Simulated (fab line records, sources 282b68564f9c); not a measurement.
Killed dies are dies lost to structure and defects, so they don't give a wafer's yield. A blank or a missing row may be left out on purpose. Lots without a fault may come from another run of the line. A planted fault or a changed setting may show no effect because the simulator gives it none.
fab line records | flow rit_cmos
record lots=6 wafers=18 last_day=8
route steps=202 shown SPACER@127 NSD@131 PSD@142 SDANNEAL@153 PLDD@159 M1@202
lots that met no fault: from a run of the same line without faults
start_h: hours from the record's first day to the start of the lot's first wafer shown | wait_h: hours since the lot's step before | " the same as in the row above | L1.1+2: a row that stands for several wafers | - no value, or no start given | * or withheld: withheld | < > ~ a bound
route shown NAME@n: a module of which the file shows steps, and the number in the route of the first | usual: mean/standard deviation of fault-free wafers | same: alike in all rows | chamber/n: place in a boat | sites: the reading at each site | _std_site: their standard deviation | _edge_site: outer sites' mean less inner sites' | radius_mm: how far each site lies from the wafer's centre | mask NAME#n: copy n | behind: the tool/chamber that last shaped the wafer | hold: why the lot was held/for how many hours/how that ended | device: the transistor (n, p or np) that didn't switch | end of line: the same wafers' tests at the end of the route | a step without rows: its recipe alone | killed: dies lost to structure and defects at the first sort, not the wafer's yield | map: a wafer's dies, x killed, . not, _ none there
set.NAME: the setting as run; set.NAME@STEP: as run at that earlier step | model.NAME: the simulator's own value behind a step, which no gauge read
lots at some steps of the route; a table a step, a row a wafer
services: from which hour (start_h, from the record's first day; less than 0 if before it) a tool's chamber was out of use, for how many hours, and why
## steps
# step RIT_SPACER_CLEAN_02
# recipe chemistry=SC2 mix=3:3:50 time_s=600 temp_c=75 dry=n2_spin
# step RIT_SPACER_CVD_03
# recipe material=Si3N4 target_thk_nm=250 temp_c=810 precursor=SiH2Cl2/NH3 time_s=3300 pressure_mtorr=300 sih2cl2_flow_sccm=60 nh3_flow_sccm=150
# step RIT_SPACER_THK_MEAS_04
# recipe reads=Si3N4_of_SPACER_CVD_03
# usual SPACER_NITRIDE_THK=251.1/2.3
# columns lot.wafer tool chamber start_h wait_h SPACER_NITRIDE_THK[nm]
L771.3 film_metro-01 - 76.33 0.0 251.2
L771.4 " - " " 250.0
L771.6 " - " " 251.2
L772.3 film_metro-03 - 82.12 0.0 254.7
L772.4 " - " " 255.9
L772.5 " - " " 253.8
L783.1 film_metro-02 - 144.10 0.0 251.2
L783.3 " - " " 251.3
L783.6 " - " " 250.0
L782.2 film_metro-01 - 146.33 0.0 254.5
L782.4 " - " " 255.1
L782.5 " - " " 255.6
L785.1 film_metro-01 - 161.68 0.0 249.2
L785.3 " - " " 249.4
L785.6 " - " " 248.9
L789.1 film_metro-02 - 179.60 0.0 253.0
L789.3 " - " " 251.1
L789.5 " - " " 249.6
# step RIT_SPACER_ETCHBACK_05
# recipe target_depth_a=2500 SF6_flow_sccm=30 CHF3_flow_sccm=30 target=Si3N4 chemistry=SF6/CHF3 pressure_mtorr=40 rf_w=250 time_s=240 stop_on=SiO2
# usual SF6_flow_sccm=30.00/0.088 drypump_motor_current_A=5.6/0.42 oes_product_au=0.850/0.017 throttle_valve_pct=10.28/0.16
# columns lot.wafer tool chamber start_h wait_h SF6_flow_sccm drypump_motor_current_A oes_product_au rf_hours_counter_h throttle_valve_pct
L771.3 rie_diel-03 3 76.37 0.0 29.91 5.7 0.878 1 10.01
L771.4 " 1 " " 30.10 6.2 0.853 19 10.32
L771.6 " 2 " " 30.11 5.6 0.836 - 10.21
L772.3 rie_diel-02 0 82.16 0.0 29.99 5.0 0.869 147 10.18
L772.4 " 1 " " 29.93 6.1 0.861 79 10.32
L772.5 " 1 " " 30.18 6.1 0.853 - 10.34
L783.1 rie_diel-02 1 144.16 0.1 29.90 6.1 0.848 80 10.33
L783.3 " 0 " " 29.98 5.0 0.865 148 10.19
L783.6 " 3 " " 30.03 5.6 0.845 - 10.59
L782.2 rie_diel-04 3 146.38 0.0 30.05 5.8 0.856 29 10.49
L782.4 " 0 " " 30.15 5.2 0.874 18 10.31
L782.5 " 2 " " 30.05 5.9 0.856 - 10.43
L785.1 rie_diel-03 2 161.74 0.1 29.99 5.6 0.829 83 10.21
L785.3 " 1 " " 29.87 6.3 0.852 21 10.31
L785.6 " 3 " " 30.03 5.7 0.872 - 10.01
L789.1 rie_diel-02 3 179.66 0.1 30.06 5.5 0.842 44 10.60
L789.3 " 3 " " 29.93 5.5 0.843 - 10.58
L789.5 " 1 " " 30.10 6.1 0.844 - 10.32
# step RIT_NSD_HMDS_00
# recipe prime_time_s=60 prime_temp_c=140
# step RIT_NSD_COAT_01
# recipe resist=NOVOLAK spin_rpm=3250 resist_thk_nm=1000
# step RIT_NSD_SOFTBAKE_02
# recipe resist=NOVOLAK temp_c=90 time_s=60
# step RIT_NSD_EXPOSE_03
# recipe mask_id=M9 na=0.57 target_cd_nm=40700 dose_mj=250
# step RIT_NSD_PEB_04
# recipe resist=NOVOLAK temp_c=withheld time_s=withheld
# step RIT_NSD_DEVELOP_05
# recipe resist=NOVOLAK develop_time_s=50 dev_temp_c=23
# step RIT_NSD_OVL_MEAS_06
# usual NSD_OVL=-0.4/1.6
# columns lot.wafer tool chamber start_h wait_h NSD_OVL[nm]
L771.3 overlay-02 - 77.38 - 0.9
L771.4 " - " " 0.8
L771.6 " - " " 0.0
L772.3 overlay-02 - 83.34 - -0.9
L772.4 " - " " -0.7
L772.5 " - " " 0.8
L783.1 overlay-01 - 145.29 - 1.1
L783.3 " - " " -1.3
L783.6 " - " " -0.5
L782.2 overlay-02 - 147.38 - -3.0
L782.4 " - " " -3.9
L782.5 " - " " -3.8
L785.1 overlay-02 - 162.90 - -1.5
L785.3 " - " " -0.4
L785.6 " - " " -1.7
L789.1 overlay-01 - 180.86 - -0.6
L789.3 " - " " 0.1
L789.5 " - " " 0.9
# step RIT_NSD_HARDBAKE_07
# recipe resist=NOVOLAK temp_c=140 time_s=60
# step RIT_NSD_IMPLANT_08
# recipe species=P energy_kev=25 dose_cm2=1e+15 tilt_deg=7
# usual beam_energy_keV=24.999/0.0071 dose_ions_cm2=1.0001e+15/1e+12 end_station_pressure_torr=7.6e-06/4.1e-07 faraday_current_uA=3133/64
# columns lot.wafer tool chamber start_h wait_h beam_energy_keV dose_ions_cm2 end_station_pressure_torr faraday_current_uA
L771.3 implanter-02 0 77.61 0.1 24.988 9.994e+14 7.9e-06 3145
L771.4 " 0 " " 24.984 9.998e+14 7.9e-06 3220
L771.6 " 0 " " 24.998 9.993e+14 8.1e-06 3119
L772.3 implanter-04 0 83.56 0.1 25.003 1.0006e+15 7.2e-06 3105
L772.4 " 0 " " 24.998 1.0002e+15 7.9e-06 3208
L772.5 " 0 " " 24.995 1.0003e+15 7.6e-06 3049
L783.1 implanter-02 0 145.47 0.1 24.994 5.517e+14 6.6e-06 1742
L783.3 " 0 " " 25.001 5.511e+14 6.8e-06 1720
L783.6 " 0 " " 24.990 5.514e+14 6.8e-06 1773
L782.2 implanter-02 0 147.59 0.1 24.991 5.509e+14 6.5e-06 1747
L782.4 " 0 " " 24.997 5.508e+14 6.2e-06 1753
L782.5 " 0 " " 24.991 5.507e+14 5.7e-06 1730
L785.1 implanter-04 0 163.25 0.1 24.996 1.0013e+15 7e-06 3144
L785.3 " 0 " " 25.004 1.0007e+15 7.5e-06 3045
L785.6 " 0 " " 25.005 9.996e+14 7.9e-06 3218
L789.1 implanter-04 0 181.04 0.1 25.004 9.996e+14 7.7e-06 3101
L789.3 " 0 " " 25.007 1.0007e+15 7.9e-06 3157
L789.5 " 0 " " 24.999 1.0009e+15 7.1e-06 3045
# step RIT_NSD_STRIP_09
# recipe chemistry=O2 time_s=180 resist=NOVOLAK platen_temp_c=withheld power_w=500 pressure_mtorr=4000 o2_flow_sccm=4000
# usual drypump_motor_current_A=5.5/0.5
# columns lot.wafer tool chamber start_h wait_h drypump_motor_current_A rf_hours_counter_h
L771.3 plasma_asher-01 1 77.76 0.1 4.9 -
L771.4 " 0 " " 5.4 -
L771.6 " 0 " " 5.3 -
L772.3 plasma_asher-02 0 83.72 0.1 6.5 -
L772.4 " 1 " " 5.9 -
L772.5 " 1 " " 5.9 -
L783.1 plasma_asher-01 1 145.62 0.1 4.9 42
L783.3 " 0 " " 5.3 -
L783.6 " 1 " " 4.9 -
L782.2 plasma_asher-01 0 147.71 0.1 5.4 42
L782.4 " 1 " " 4.9 -
L782.5 " 1 " " 4.9 -
L785.1 plasma_asher-04 1 163.40 0.1 5.9 55
L785.3 " 1 " " 5.9 -
L785.6 " 1 " " 5.9 -
L789.1 plasma_asher-01 0 181.19 0.1 5.3 45
L789.3 " 0 " " 5.3 -
L789.5 " 1 " " 4.9 -
# step RIT_NSD_TW_MEAS_10
# usual NSD_TW=3126/29
# columns lot.wafer tool chamber start_h wait_h NSD_TW
L771.3 film_metro-03 - 77.90 0.1 3157
L771.4 " - " " 3162
L771.6 " - " " 3171
L772.3 film_metro-01 - 83.86 0.1 3111
L772.4 " - " " 3103
L772.5 " - " " 3124
L783.1 film_metro-04 - 145.80 0.1 2698
L783.3 " - " " 2687
L783.6 " - " " 2685
L782.2 film_metro-03 - 147.90 0.1 2752
L782.4 " - " " 2768
L782.5 " - " " 2767
L785.1 film_metro-04 - 163.58 0.1 3100
L785.3 " - " " 3097
L785.6 " - " " 3097
L789.1 film_metro-03 - 181.37 0.1 3159
L789.3 " - " " 3162
L789.5 " - " " 3171
# step RIT_PSD_HMDS_00
# recipe prime_time_s=60 prime_temp_c=140
# step RIT_PSD_COAT_01
# recipe resist=NOVOLAK spin_rpm=3250 resist_thk_nm=1000
# step RIT_PSD_SOFTBAKE_02
# recipe resist=NOVOLAK temp_c=90 time_s=60
# step RIT_PSD_EXPOSE_03
# recipe mask_id=M10 na=0.57 target_cd_nm=40900 dose_mj=250
# step RIT_PSD_PEB_04
# recipe resist=NOVOLAK temp_c=withheld time_s=withheld
# step RIT_PSD_DEVELOP_05
# recipe resist=NOVOLAK develop_time_s=50 dev_temp_c=23
# step RIT_PSD_OVL_MEAS_06
# usual PSD_OVL=0.2/1.5
# columns lot.wafer tool chamber start_h wait_h PSD_OVL[nm]
L771.3 overlay-01 - 78.93 - 1.2
L771.4 " - " " 0.9
L771.6 " - " " 2.5
L772.3 overlay-01 - 84.88 - 0.7
L772.4 " - " " -1.5
L772.5 " - " " 0.1
L783.1 overlay-01 - 146.83 - 3.0
L783.3 " - " " 1.8
L783.6 " - " " 1.5
L782.2 overlay-02 - 148.80 - -0.5
L782.4 " - " " -0.7
L782.5 " - " " -0.5
L785.1 overlay-01 - 164.61 - -1.6
L785.3 " - " " -1.7
L785.6 " - " " -0.9
L789.1 overlay-01 - 182.40 - 1.3
L789.3 " - " " 0.2
L789.5 " - " " 1.0
# step RIT_PSD_HARDBAKE_07
# recipe resist=NOVOLAK temp_c=140 time_s=60
# step RIT_PSD_IMPLANT_08
# recipe species=BF2 energy_kev=27 dose_cm2=5e+15 tilt_deg=7
# step RIT_PSD_STRIP_09
# recipe chemistry=O2 time_s=180 resist=NOVOLAK platen_temp_c=withheld power_w=500 pressure_mtorr=4000 o2_flow_sccm=4000
# usual drypump_motor_current_A=5.7/0.41
# columns lot.wafer tool chamber start_h wait_h drypump_motor_current_A rf_hours_counter_h
L771.3 plasma_asher-03 0 79.31 0.1 5.8 -
L771.4 " 1 " " 5.2 -
L771.6 " 1 " " 5.2 -
L772.3 plasma_asher-02 1 85.26 0.1 5.9 -
L772.4 " 0 " " 6.5 -
L772.5 " 1 " " 5.9 -
L783.1 plasma_asher-04 0 147.18 0.1 5.3 54
L783.3 " 0 " " 5.3 -
L783.6 " 1 " " 5.9 -
L782.2 plasma_asher-03 0 149.13 0.1 5.8 36
L782.4 " 1 " " 5.3 -
L782.5 " 1 " " 5.2 -
L785.1 plasma_asher-02 1 164.95 0.1 5.9 4
L785.3 " 0 " " 6.5 -
L785.6 " 0 " " 6.5 -
L789.1 plasma_asher-03 1 182.74 0.1 5.3 39
L789.3 " 1 " " 5.2 -
L789.5 " 0 " " 5.7 -
# step RIT_PSD_TW_MEAS_10
# usual PSD_TW=3440/36
# columns lot.wafer tool chamber start_h wait_h PSD_TW
L771.3 film_metro-04 - 79.45 0.1 3397
L771.4 " - " " 3405
L771.6 " - " " 3422
L772.3 film_metro-03 - 85.40 0.1 3471
L772.4 " - " " 3469
L772.5 " - " " 3481
L783.1 film_metro-01 - 147.36 0.1 3396
L783.3 " - " " 3411
L783.6 " - " " 3415
L782.2 film_metro-04 - 149.32 0.1 3401
L782.4 " - " " 3408
L782.5 " - " " 3406
L785.1 film_metro-03 - 165.13 0.1 3472
L785.3 " - " " 3477
L785.6 " - " " 3474
L789.1 film_metro-03 - 182.92 0.1 3469
L789.3 " - " " 3480
L789.5 " - " " 3468
# step RIT_SDANNEAL_CLEAN_00
# recipe chemistry=SC1 mix=3:3:50 time_s=600 temp_c=75
# step RIT_SDANNEAL_CLEAN_01
# recipe chemistry=dHF dilution=50:1 time_s=30
# step RIT_SDANNEAL_CLEAN_02
# recipe chemistry=SC2 mix=3:3:50 time_s=600 temp_c=75 dry=n2_spin
# step RIT_SDANNEAL_RTA_03
# recipe temp_c=1050 time_s=5 idle_temp_c=600 ramp_up_c_per_s=342 ramp_down_c_per_s=171 cool_to_c=600 ambient=N2
# usual ramp_up_c_per_s=342.00/0.064 wafer_temp_C_max=1053.5/1.2
# columns lot.wafer tool chamber start_h wait_h ramp_up_c_per_s wafer_temp_C_max
L771.3 rtp_anneal-02 0 79.87 0.0 342.04 1052.5
L771.4 " 0 " " 341.93 1053.4
L771.6 " 0 " " 341.97 1053.5
L772.3 rtp_anneal-01 0 85.83 0.0 341.91 1054.2
L772.4 " 0 " " 342.08 1055.0
L772.5 " 0 " " 342.05 1052.7
L783.1 rtp_anneal-01 0 147.78 0.0 341.96 1052.7
L783.3 " 0 " " 342.11 1052.9
L783.6 " 0 " " 342.14 1053.0
L782.2 rtp_anneal-02 0 149.75 0.0 341.92 1054.7
L782.4 " 0 " " 342.04 1053.4
L782.5 " 0 " " 341.89 1053.1
L785.1 rtp_anneal-02 0 165.55 0.0 341.99 1055.9
L785.3 " 0 " " 341.99 1052.8
L785.6 " 0 " " 341.94 1051.4
L789.1 rtp_anneal-01 0 183.36 0.0 341.99 1052.5
L789.3 " 0 " " 342.10 1054.5
L789.5 " 0 " " 342.07 1056.1
# step RIT_SDANNEAL_RS_MEAS_04
# recipe thk_meas_gauge=four-point-probe
# usual PSD_RS=115.97/0.28
# columns lot.wafer tool chamber start_h wait_h PSD_RS[ohm/sq]
L771.3 film_metro-01 - 79.95 0.1 115.80
L771.4 " - " " 116.03
L771.6 " - " " 116.41
L772.3 film_metro-03 - 85.91 0.1 116.59
L772.4 " - " " 116.50
L772.5 " - " " 116.06
L783.1 film_metro-01 - 147.84 0.0 116.06
L783.3 " - " " 115.63
L783.6 " - " " 116.11
L782.2 film_metro-01 - 149.81 0.1 116.40
L782.4 " - " " 115.76
L782.5 " - " " 115.92
L785.1 film_metro-03 - 165.61 0.0 115.44
L785.3 " - " " 115.72
L785.6 " - " " 115.46
L789.1 film_metro-04 - 183.42 0.0 115.89
L789.3 " - " " 115.60
L789.5 " - " " 115.64
# step RIT_SDANNEAL_RS_MEAS_05
# recipe thk_meas_gauge=four-point-probe
# usual NSD_RS=84.61/0.24
# columns lot.wafer tool chamber start_h wait_h NSD_RS[ohm/sq]
L771.3 film_metro-01 - 80.07 0.1 84.61
L771.4 " - " " 84.50
L771.6 " - " " 84.71
L772.3 film_metro-03 - 86.03 0.1 84.47
L772.4 " - " " 84.68
L772.5 " - " " 84.71
L783.1 film_metro-01 - 147.96 0.1 137.85
L783.3 " - " " 137.53
L783.6 " - " " 137.89
L782.2 film_metro-01 - 149.93 0.1 137.52
L782.4 " - " " 136.53
L782.5 " - " " 137.13
L785.1 film_metro-03 - 165.73 0.1 84.49
L785.3 " - " " 84.66
L785.6 " - " " 84.70
L789.1 film_metro-04 - 183.54 0.1 84.80
L789.3 " - " " 85.08
L789.5 " - " " 84.86
# step RIT_SDANNEAL_RS_MEAS_06
# recipe thk_meas_gauge=four-point-probe
# usual PLDD_RS=178.8/0.46
# columns lot.wafer tool chamber start_h wait_h PLDD_RS[ohm/sq]
L771.3 film_metro-01 - 80.19 0.1 178.5
L771.4 " - " " 178.7
L771.6 " - " " 179.0
L772.3 film_metro-03 - 86.15 0.1 179.4
L772.4 " - " " 178.8
L772.5 " - " " 179.5
L783.1 film_metro-01 - 148.08 0.1 178.5
L783.3 " - " " 178.8
L783.6 " - " " 178.8
L782.2 film_metro-01 - 150.05 0.1 179.5
L782.4 " - " " 178.6
L782.5 " - " " 178.8
L785.1 film_metro-03 - 165.85 0.1 178.3
L785.3 " - " " 178.6
L785.6 " - " " 178.9
L789.1 film_metro-04 - 183.66 0.1 178.5
L789.3 " - " " 178.5
L789.5 " - " " 178.9
# step RIT_M1_PROBE_99
# usual killed_at_contacts=0.1/0.27 killed_at_front_end=7/3.1 killed_dies=7/3.2 killed_open=3.8/2.1 killed_short=3.6/2
# same gross_dies=264 killed_at_M0_to_M3=0 killed_at_M4_up=0 killed_at_back_side=0 killed_at_other=0
# columns lot.wafer tool chamber start_h wait_h killed_at_contacts killed_at_front_end killed_dies killed_open killed_short model.etest.nmos_0p3.r_on_ohm_um model.etest.nmos_0p15.r_on_ohm_um model.etest.contact_nplus.end_ohm_um model.etest.nmos_0p15.drive_ua_um model.etest.nmos_narrow.drive_ua_um model.etest.nmos_0p3.drive_ua_um model.etest.nmos_turned.drive_ua_um model.etest.ring.delay_ps
L771.3 prober-02 - 87.46 0.2 0 6 6 4 2 2148 1117 43.21 478.8 225.6 227.7 331 26.73
L771.4 prober-02 - 87.51 0.2 0 11 11 6 5 2096 1075 42.01 483.5 227.6 228.5 340.3 26.3
L771.6 prober-02 - 87.61 0.2 0 13 13 7 6 2170 1140 41.29 460.9 221.6 225.2 323 27.66
L772.3 prober-01 - 93.59 0.2 0 4 4 2 2 2100 1117 40.75 476.4 241.6 236.6 339.7 26.75
L772.4 prober-01 - 93.64 0.2 0 5 5 2 3 2100 1089 40.2 474.1 234.9 230.6 315.9 26.7
L772.5 prober-01 - 93.69 0.2 0 5 5 3 2 2080 1082 40.18 476.3 233.9 232.9 330.3 26.67
L783.1 prober-01 - 155.08 0.1 0 10 10 4 6 2559 1366 112.5 396 182.2 184.4 273.4 29.03
L783.3 prober-01 - 155.18 0.2 0 4 4 2 2 2568 1438 110.8 394.1 192.5 190.7 270.4 29.55
L783.6 prober-01 - 155.33 0.2 0 8 8 2 6 2574 1397 111.2 402.5 186.9 186.7 284.7 28.83
L782.2 prober-02 - 157.47 0.1 0 2 2 0 2 2429 1258 100.3 429 192.6 190.4 312.2 27.64
L782.4 prober-02 - 157.57 0.2 0 8 8 6 2 2453 1277 102.2 425.9 191.6 190.3 311.8 27.75
L782.5 prober-02 - 157.62 0.2 0 2 2 1 1 2484 1325 105.1 423 193.4 191.4 312.9 28.3
L785.1 prober-02 - 173.00 0.1 0 7 7 3 4 2173 1132 42.46 489 224.1 226.1 340.9 25.57
L785.3 prober-02 - 173.10 0.2 0 4 4 3 1 2099 1027 39.33 494.5 227.4 225.6 336.9 25.1
L785.6 prober-02 - 173.25 0.2 0 14 14 7 7 2145 1103 42.09 477.8 226.1 226.3 329.9 26.07
L789.1 prober-01 - 191.00 0.1 0 11 11 7 4 2246 1188 42.87 448.6 210.6 211.9 296.6 27.92
L789.3 prober-01 - 191.10 0.2 0 6 6 5 1 2257 1185 43.01 452.8 209.5 213.5 299.6 27.45
L789.5 prober-01 - 191.20 0.2 1 5 6 4 2 2211 1130 41.68 457.5 213.6 214.2 306.3 27.21
# killed by level:class
L771.3 SILICIDE:geometric_particle:open=3 REOX:geometric_particle:short=2 FOX2:geometric_particle:open=1
L771.4 FOX2:geometric_particle:open=2 GATE:geometric_particle:open=2 REOX:geometric_particle:short=2 FOX2:geometric_particle:short=1 GATE:geometric_particle:short=1 SPACER:geometric_particle:short=1 SPACER:geometric_particle:open=1 SILICIDE:geometric_particle:open=1
L771.6 GATE:geometric_particle:short=2 REOX:geometric_particle:short=2 REOX:geometric_particle:open=2 SPACER:geometric_particle:open=2 SILICIDE:geometric_particle:open=2 FOX2:geometric_particle:open=1 FOX2:geometric_particle:short=1 SILICIDE:geometric_particle:short=1
L772.3 FOX1:geometric_particle:open=2 GATE:geometric_particle:short=2
L772.4 FOX1:geometric_particle:short=2 FOX2:geometric_particle:open=1 REOX:geometric_particle:open=1 REOX:geometric_particle:short=1
L772.5 GATE:geometric_particle:open=2 FOX1:geometric_particle:short=1 GATE:geometric_particle:short=1 SPACER:geometric_particle:open=1
L783.1 GATE:geometric_particle:open=3 GATE:geometric_particle:short=2 SILICIDE:geometric_particle:short=2 FOX1:geometric_particle:short=1 REOX:geometric_particle:short=1 SILICIDE:geometric_particle:open=1
L783.3 SILICIDE:geometric_particle:short=2 FOX1:geometric_particle:open=1 SPACER:geometric_particle:open=1
L783.6 REOX:geometric_particle:short=3 GATE:geometric_particle:short=1 GATE:geometric_particle:open=1 REOX:geometric_particle:open=1 SPACER:geometric_particle:short=1 SILICIDE:geometric_particle:short=1
L782.2 FOX1:geometric_particle:short=1 GATE:geometric_particle:short=1
L782.4 REOX:geometric_particle:open=2 FOX2:geometric_particle:open=1 GATE:geometric_particle:short=1 GATE:geometric_particle:open=1 REOX:geometric_particle:short=1 SPACER:geometric_particle:open=1 SILICIDE:geometric_particle:open=1
L782.5 FOX2:geometric_particle:open=1 REOX:geometric_particle:short=1
L785.1 GATE:geometric_particle:short=4 FOX1:geometric_particle:open=1 GATE:geometric_particle:open=1 SPACER:geometric_particle:open=1
L785.3 SILICIDE:geometric_particle:open=2 GATE:geometric_particle:short=1 SPACER:geometric_particle:open=1
L785.6 GATE:geometric_particle:short=3 SILICIDE:geometric_particle:short=3 SILICIDE:geometric_particle:open=3 GATE:geometric_particle:open=2 REOX:geometric_particle:open=2 SPACER:geometric_particle:short=1
L789.1 SPACER:geometric_particle:open=3 GATE:geometric_particle:open=2 GATE:geometric_particle:short=2 SPACER:geometric_particle:short=2 REOX:geometric_particle:open=1 SILICIDE:geometric_particle:open=1
L789.3 GATE:geometric_particle:open=3 GATE:geometric_particle:short=1 SPACER:geometric_particle:open=1 SILICIDE:geometric_particle:open=1
L789.5 SPACER:geometric_particle:open=2 GATE:geometric_particle:short=1 REOX:geometric_particle:open=1 SILICIDE:geometric_particle:short=1 CONTACT:geometric_particle:open=1
## services
# columns tool chamber start_h hours kind
plasma_asher-03 - 54.35 4.3 repair
plasma_asher-01 - 54.84 6.3 repair
rie_diel-02 - 65.82 14.6 pm
rie_diel-04 2 67.37 2.4 repair
implanter-02 - 80.94 8.9 repair
plasma_asher-02 - 108.75 9.0 pm
plasma_asher-02 0 108.75 9.0 vent_cycle
plasma_asher-02 1 108.75 9.0 vent_cycle
plasma_asher-02 0 117.75 - clean
plasma_asher-02 1 117.75 - clean
rie_diel-03 0 120.68 3.1 repair
implanter-04 - 142.09 4.7 pm
rie_diel-02 0 156.97 3.9 repair
rie_diel-02 0 163.51 - clean
rie_diel-02 0 163.51 22.0 scheduled_down
rie_diel-02 0 163.51 22.0 vent_cycle
rie_diel-02 2 170.87 18.4 repair
rie_diel-04 - 175.47 0.4 repair
plasma_asher-02 - 180.85 0.5 repair
## key
first_sign step=RIT_NSD_IMPLANT_08 reading=dose_ions_cm2 direction=down sigmas=99+ usual=1.0001e+15 struck=5.511e+14
effect step=RIT_NSD_IMPLANT_08 reading=faraday_current_uA direction=down sigmas=22 usual=3133 struck=1744
effect step=RIT_NSD_TW_MEAS_10 reading=NSD_TW direction=down sigmas=14 usual=3126 struck=2726
effect step=RIT_SDANNEAL_RS_MEAS_05 reading=NSD_RS direction=up sigmas=99+ usual=84.61 struck=137.41
model_effect step=RIT_M1_PROBE_99 value=etest.nmos_0p3.r_on_ohm_um without=2179 struck=2511
met_at RIT_NSD_IMPLANT_08
struck_wafers L782.2,L782.4,L782.5,L783.1,L783.3,L783.6
tester_left_out L782,L783
onset_between 77.61 145.47
fault kind=process_parameter_drift tool=implanter-02 chamber=- onset_h=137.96 steps=RIT_NSD_IMPLANT_08 channel=dose_cm2 offset=-4.5e+14 shape=step end_h=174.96 acts_in=these_recipes_only stated=1e+15
# tester_left_out: of these lots the tester's yield and bins aren't shown, on N5 and GAA mostly nor the transistor test; their killed dies are dies lost to structure and defects alone, not to doping, threshold or leakage, so they don't give the yield
